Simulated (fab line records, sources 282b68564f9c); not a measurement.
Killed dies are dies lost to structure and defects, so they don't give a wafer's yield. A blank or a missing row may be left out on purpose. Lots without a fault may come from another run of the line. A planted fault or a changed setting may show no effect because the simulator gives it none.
A struck lot beside a sound one | flow rit_cmos | 18 steps out of a route of 202
Sound: wafers L417.2, L417.5, L417.6. Struck: wafers L427.2, L427.4, L427.6. The cause comes at the end.
At each step with rows: each side's tool, then ch and its chambers, then its first start. Under that, the readings that differ: sound wafers | struck wafers | difference of the means | sigmas: that difference in standard deviations of wafers without a fault.
alike: readings whose means differ by less than 2 such deviations, and words and numbers that are the same on both sides. not compared: withheld readings, readings that some wafer has no value for, bounds like >300 that may hide the same value, and numbers for which the record gives no deviation and whose values overlap.
The two part at a step that has a row with sigmas, a row that says differs or no value, or rows on one side only. Numbers that don't overlap but have no deviation are shown without sigmas and don't part them. A reading that every wafer of one side lacks parts them only if that side has two wafers or more.

first, 4 steps without rows for these wafers: RIT_PSD_SOFTBAKE_02 (time 60 s); RIT_PSD_EXPOSE_03 (exposes mask M10, target cd 40900 nm); RIT_PSD_PEB_04; RIT_PSD_DEVELOP_05 (develop time 50 s).
RIT_PSD_OVL_MEAS_06:
  sound on overlay-02, day 3 07:04; struck on overlay-01, day 5 12:47
  alike: PSD_OVL
then, 2 steps without rows for these wafers: RIT_PSD_HARDBAKE_07 (time 60 s); RIT_PSD_IMPLANT_08.
RIT_PSD_STRIP_09: strips in O2, time 180 s.
  sound on plasma_asher-04 ch 0,1, day 3 07:23; struck on plasma_asher-03 ch 0,1, day 5 13:07
  alike: drypump_motor_current_A
  not compared: rf_hours_counter_h
RIT_PSD_TW_MEAS_10:
  sound on film_metro-04, day 3 07:34; struck on film_metro-03, day 5 13:19
  alike: PSD_TW
then, 3 steps without rows for these wafers: RIT_SDANNEAL_CLEAN_00 (cleans in SC1, time 600 s); RIT_SDANNEAL_CLEAN_01 (cleans in dHF, time 29.45 s); RIT_SDANNEAL_CLEAN_02 (cleans in SC2, time 600 s).
RIT_SDANNEAL_RTA_03: time 5 s.
  sound on rtp_anneal-02 ch 0, day 3 08:02; struck on rtp_anneal-02 ch 0, day 5 13:45
  reading          | sound                | struck               | difference | sigmas
  wafer_temp_C_max | 1054.7 1055.2 1053.7 | 1010.6 1014.0 1013.2 | -41.9      | -35
  alike: ramp_down_c_per_s
RIT_SDANNEAL_RS_MEAS_04: measures by four-point-probe.
  sound on film_metro-03, day 3 08:06; struck on film_metro-02, day 5 13:49
  reading         | sound             | struck            | difference | sigmas
  PSD_RS (ohm/sq) | 116.5 116.4 116.3 | 144.3 144.4 144.6 | +28.0      | +93
RIT_SDANNEAL_RS_MEAS_05: measures by four-point-probe.
  sound on film_metro-03, day 3 08:13; struck on film_metro-02, day 5 13:56
  alike: NSD_RS
RIT_SDANNEAL_RS_MEAS_06: measures by four-point-probe.
  sound on film_metro-03, day 3 08:20; struck on film_metro-02, day 5 14:04
  reading          | sound             | struck            | difference | sigmas
  PLDD_RS (ohm/sq) | 178.7 179.1 179.3 | 213.7 214.4 214.6 | +35.2      | +65
RIT_SDANNEAL_RS_MEAS_07: measures by four-point-probe.
  sound on film_metro-03, day 3 08:28; struck on film_metro-02, day 5 14:11
  alike: NLDD_RS
RIT_M1_PROBE_99:
  sound on prober-02, day 3 15:37; struck on prober-01, day 5 21:42
  reading                             | sound             | struck            | difference | sigmas
  model.etest.pmos_turned.r_on_ohm_um | 3238 3180 3259    | 4309 4448 4354    | +1145      |
  model.etest.pmos_0p3.r_on_ohm_um    | 6050 5919 5962    | 6785 6750 6813    | +806       |
  model.etest.pmos_0p15.r_on_ohm_um   | 2629 2610 2659    | 3220 3238 3230    | +597       |
  model.etest.pldd.rs_ohm_sq          | 455.5 460.3 449.3 | 594.2 636.5 600.2 | +155.3     |
  model.etest.pmos_turned.drive_ua_um | 207.8 211.6 206.1 | 134.3 129.1 132.4 | -76.6      |
  model.etest.pmos_0p15.drive_ua_um   | 276.9 276.3 273.2 | 218.5 218.5 219   | -56.8      |
  model.etest.nmos_turned.drive_ua_um | 332.8 340.3 326.7 | 311 299 304.7     | -28        |
  alike: killed_at_contacts, killed_at_front_end, killed_dies, killed_open, killed_short
  not compared: model.etest.nmos_0p3.r_on_ohm_um

WHERE THEY PART
First at RIT_SDANNEAL_RTA_03; last, within this record, at RIT_SDANNEAL_RS_MEAS_06. Later steps at which nothing parts them and some readings are alike: RIT_SDANNEAL_RS_MEAS_07, RIT_M1_PROBE_99.

WHY: what the simulator had put in
Process parameter drift: rtp_anneal-02, from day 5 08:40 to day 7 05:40, at RIT_SDANNEAL_RTA_03. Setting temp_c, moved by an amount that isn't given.
